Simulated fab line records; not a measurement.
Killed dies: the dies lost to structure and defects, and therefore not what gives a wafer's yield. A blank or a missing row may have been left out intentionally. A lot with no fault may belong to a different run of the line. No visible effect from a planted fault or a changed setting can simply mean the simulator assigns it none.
Tool commonality check || flow berkeley cmos170 || Sampled: 14 lots, 48 wafers

## WHY THIS WAS OPENED
2 of 14 lots carry a flag on the reading SPACER_TEOS_THK at UCB170_SPACER_THK_MEAS_01. Fault-free wafers read 377 nm, with a standard deviation of 4.8.
Rule: flag the lot when none of its wafers has a number, or when each of its wafers that has one lies beyond 4 standard deviations from that mean. The rest of the lots are taken to be sound.

{"lot": "L157", "measured": "day 8 00:02", "on": "film metro-04", "SPACER_TEOS_THK (nm), wafer by wafer": "367 383 376", "flag": ""}
{"lot": "L161", "measured": "day 8 09:42", "on": "film metro-01", "SPACER_TEOS_THK (nm), wafer by wafer": "382 371 385", "flag": ""}
{"lot": "L159", "measured": "day 8 10:06", "on": "film metro-01", "SPACER_TEOS_THK (nm), wafer by wafer": "371 363 377", "flag": ""}
{"lot": "L160", "measured": "day 8 10:22", "on": "film metro-01", "SPACER_TEOS_THK (nm), wafer by wafer": "375 377 380", "flag": ""}
{"lot": "L163", "measured": "day 9 10:50", "on": "film metro-04", "SPACER_TEOS_THK (nm), wafer by wafer": "376 374 379", "flag": ""}
{"lot": "L166", "measured": "day 10 03:46", "on": "film metro-04", "SPACER_TEOS_THK (nm), wafer by wafer": "377 377 386", "flag": ""}
{"lot": "L169", "measured": "day 10 04:25", "on": "film metro-01", "SPACER_TEOS_THK (nm), wafer by wafer": "375 382 383", "flag": ""}
{"lot": "L164", "measured": "day 10 04:31", "on": "film metro-04", "SPACER_TEOS_THK (nm), wafer by wafer": "372 380 380", "flag": ""}
{"lot": "L167", "measured": "day 10 04:36", "on": "film metro-01", "SPACER_TEOS_THK (nm), wafer by wafer": "381 390 381", "flag": ""}
{"lot": "L172", "measured": "day 11 01:04", "on": "film metro-01", "SPACER_TEOS_THK (nm), wafer by wafer": "328 330 334 328 331 334", "flag": "FLAGGED"}
{"lot": "L175", "measured": "day 11 11:37", "on": "film metro-01", "SPACER_TEOS_THK (nm), wafer by wafer": "327 333 328 328 333 328", "flag": "FLAGGED"}
{"lot": "L176", "measured": "day 11 18:50", "on": "film metro-01", "SPACER_TEOS_THK (nm), wafer by wafer": "370 375 380", "flag": ""}
{"lot": "L179", "measured": "day 12 04:46", "on": "film metro-01", "SPACER_TEOS_THK (nm), wafer by wafer": "378 381 387", "flag": ""}
{"lot": "L177", "measured": "day 12 05:05", "on": "film metro-02", "SPACER_TEOS_THK (nm), wafer by wafer": "379 380 377", "flag": ""}
On average the flagged lots' numbers are 330 nm, which is -47 nm against the usual, or -10 standard deviations.

## LOT BY LOT: THE TOOL USED
The record holds 1 process step before the reading, out of a route of 331 steps. Each cell gives the tool, then ch followed by the chambers the sampled wafers passed through, then the start.
{"lot": "L157", "flag": "", "UCB170_SPACER_CVD_00": "pecvd-02 ch 0,1, day 7 23:59"}
{"lot": "L161", "flag": "", "UCB170_SPACER_CVD_00": "pecvd-04 ch 0,2, day 8 09:40"}
{"lot": "L159", "flag": "", "UCB170_SPACER_CVD_00": "pecvd-01 ch 0,2, day 8 10:04"}
{"lot": "L160", "flag": "", "UCB170_SPACER_CVD_00": "pecvd-02 ch 0,2, day 8 10:19"}
{"lot": "L163", "flag": "", "UCB170_SPACER_CVD_00": "pecvd-02 ch 0,1, day 9 10:47"}
{"lot": "L166", "flag": "", "UCB170_SPACER_CVD_00": "pecvd-01 ch 0,1, day 10 03:41"}
{"lot": "L169", "flag": "", "UCB170_SPACER_CVD_00": "pecvd-04 ch 1,2, day 10 04:21"}
{"lot": "L164", "flag": "", "UCB170_SPACER_CVD_00": "pecvd-02 ch 0,1,2, day 10 04:28"}
{"lot": "L167", "flag": "", "UCB170_SPACER_CVD_00": "pecvd-01 ch 0,1, day 10 04:32"}
{"lot": "L172", "flag": "FLAGGED", "UCB170_SPACER_CVD_00": "pecvd-01 ch 1,2, day 11 01:02"}
{"lot": "L175", "flag": "FLAGGED", "UCB170_SPACER_CVD_00": "pecvd-01 ch 0,1,2, day 11 11:34"}
{"lot": "L176", "flag": "", "UCB170_SPACER_CVD_00": "pecvd-02 ch 0,1, day 11 18:46"}
{"lot": "L179", "flag": "", "UCB170_SPACER_CVD_00": "pecvd-04 ch 1,2, day 12 04:43"}
{"lot": "L177", "flag": "", "UCB170_SPACER_CVD_00": "pecvd-04 ch 0,1,2, day 12 05:02"}
What is done by these steps:
- UCB170_SPACER_CVD_00: deposits SiO2 from TEOS/O2, target thk 376 nm, time 47 s.
- UCB170_SPACER_THK_MEAS_01

## FLAGGED AGAINST TOTAL, ONE TOOL AT A TIME (gauges that did the reading follow at the end)
{"step": "UCB170_SPACER_CVD_00", "tool": "pecvd-01", "lots run": 5, "flagged": 2, "share of the flagged lots": "all", "sound lots run after its first flagged lot": 0}
{"step": "UCB170_SPACER_CVD_00", "tool": "pecvd-02", "lots run": 5, "flagged": 0, "share of the flagged lots": "none", "sound lots run after its first flagged lot": "-"}
{"step": "UCB170_SPACER_CVD_00", "tool": "pecvd-04", "lots run": 4, "flagged": 0, "share of the flagged lots": "none", "sound lots run after its first flagged lot": "-"}
{"step": "UCB170_SPACER_THK_MEAS_01", "tool": "film metro-01", "lots run": 9, "flagged": 2, "share of the flagged lots": "all", "sound lots run after its first flagged lot": "2 (L176,L179)"}
{"step": "UCB170_SPACER_THK_MEAS_01", "tool": "film metro-02", "lots run": 1, "flagged": 0, "share of the flagged lots": "none", "sound lots run after its first flagged lot": "-"}
{"step": "UCB170_SPACER_THK_MEAS_01", "tool": "film metro-04", "lots run": 4, "flagged": 0, "share of the flagged lots": "none", "sound lots run after its first flagged lot": "-"}

## WHAT THE TABLE ALLOWS
2 rows of the table ran every flagged lot: pecvd-01 at UCB170_SPACER_CVD_00, film metro-01 at UCB170_SPACER_THK_MEAS_01.
- pecvd-01 at UCB170_SPACER_CVD_00 ran 5 lots, 2 of them flagged. A fault beginning between L167 (day 10 04:32), its last sound lot, and L172 (day 11 01:02), its first flagged one, fits the data.
- film metro-01 at UCB170_SPACER_THK_MEAS_01 ran 9 lots, 2 of them flagged. Sound lots followed the first flagged one (L176, L179) on it, something a lasting fault affecting the whole tool could not allow.
One tool is left: pecvd-01 at UCB170_SPACER_CVD_00.

## WHAT THE SIMULATOR HAD INSERTED
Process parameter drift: pecvd-01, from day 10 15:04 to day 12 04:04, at UCB170_SPACER_CVD_00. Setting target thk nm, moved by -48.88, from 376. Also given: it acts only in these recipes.
Shown lots that were struck: L172, L175. The rule above found the same.
